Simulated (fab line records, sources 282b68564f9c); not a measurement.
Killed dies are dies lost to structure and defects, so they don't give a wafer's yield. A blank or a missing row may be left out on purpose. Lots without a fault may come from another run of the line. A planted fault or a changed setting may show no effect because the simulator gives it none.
Chamber matching | flow rit_cmos | RIT_SPACER_ETCHBACK_05 on rie_diel-01: 4 sister chambers
The step etches Si3N4 in SF6/CHF3, stops on SiO2, target depth 250 nm, time 240 s. 14 wafers are shown with their chamber, then 7 later ones without.

WAFERS WITH THEIR CHAMBER
wafer  | chamber | throttle_valve_pct (%) | drypump_motor_current_A (A) | oes_product_au (a.u.)
L490.1 | 3       | 10.00                  | 5.9                         | 0.846
L490.4 | 0       | 10.33                  | 5.2                         | 0.816
L490.6 | 2       | 10.46                  | 6.0                         | 0.827
L493.2 | 1       | 10.49                  | 5.6                         | 0.852
L493.3 | 0       | 10.32                  | 5.2                         | 0.823
L493.6 | 1       | 10.50                  | 5.6                         | 0.853
L502.1 | 1       | 10.51                  | 5.6                         | 0.844
L502.4 | 3       | 10.02                  | 5.9                         | 0.840
L502.6 | 0       | 10.32                  | 5.2                         | 0.820
L504.2 | 3       | 10.00                  | 5.8                         | 0.830
L504.5 | 2       | 10.46                  | 6.0                         | 0.835
L504.6 | 1       | 10.53                  | 5.6                         | 0.849
L508.1 | 2       | 10.46                  | 6.0                         | 0.835
L508.3 | 1       | 10.51                  | 5.6                         | 0.840

SIGNATURES (means of the wafers above)
reading                 | chamber 0 | chamber 1 | chamber 2 | chamber 3 | scatter within a chamber
throttle_valve_pct      | 10.3233   | 10.5080   | 10.4600   | 10.0067   | 0.011
drypump_motor_current_A | 5.200     | 5.600     | 6.000     | 5.867     | 0.0258
oes_product_au          | 0.81967   | 0.84760   | 0.83233   | 0.83867   | 0.00565
Rule: a wafer's distance from a chamber is the root of the sum, over the readings, of the square of ((its reading less the chamber's mean) divided by the reading's scatter). The wafer belongs to the nearest chamber; if the next one is less than 2 further off, it can't be placed. The scatter: the root of (the sum of the squares of (reading less its chamber's mean) over the shown wafers, divided by (wafers less chambers)).

WAFERS WITHOUT THEIR CHAMBER
wafer  | throttle_valve_pct (%) | drypump_motor_current_A (A) | oes_product_au (a.u.)
L508.5 | 10.47                  | 6.0                         | 0.836
L509.3 | 10.00                  | 5.8                         | 0.839
L509.5 | 10.34                  | 5.2                         | 0.837
L509.6 | 10.01                  | 5.8                         | 0.851
L511.4 | 10.02                  | 5.9                         | 0.832
L511.5 | 10.01                  | 5.8                         | 0.843
L511.6 | 10.31                  | 5.2                         | 0.819

WHICH CHAMBER EACH WENT THROUGH
wafer  | from the rows above | in truth
L508.5 | 2                   | 2
L509.3 | 3                   | 3
L509.5 | 0                   | 0
L509.6 | 3                   | 3
L511.4 | 3                   | 3
L511.5 | 3                   | 3
L511.6 | 0                   | 0
Placed correctly: 7 of 7. Can't be placed from these rows: 0. Placed wrongly: 0.
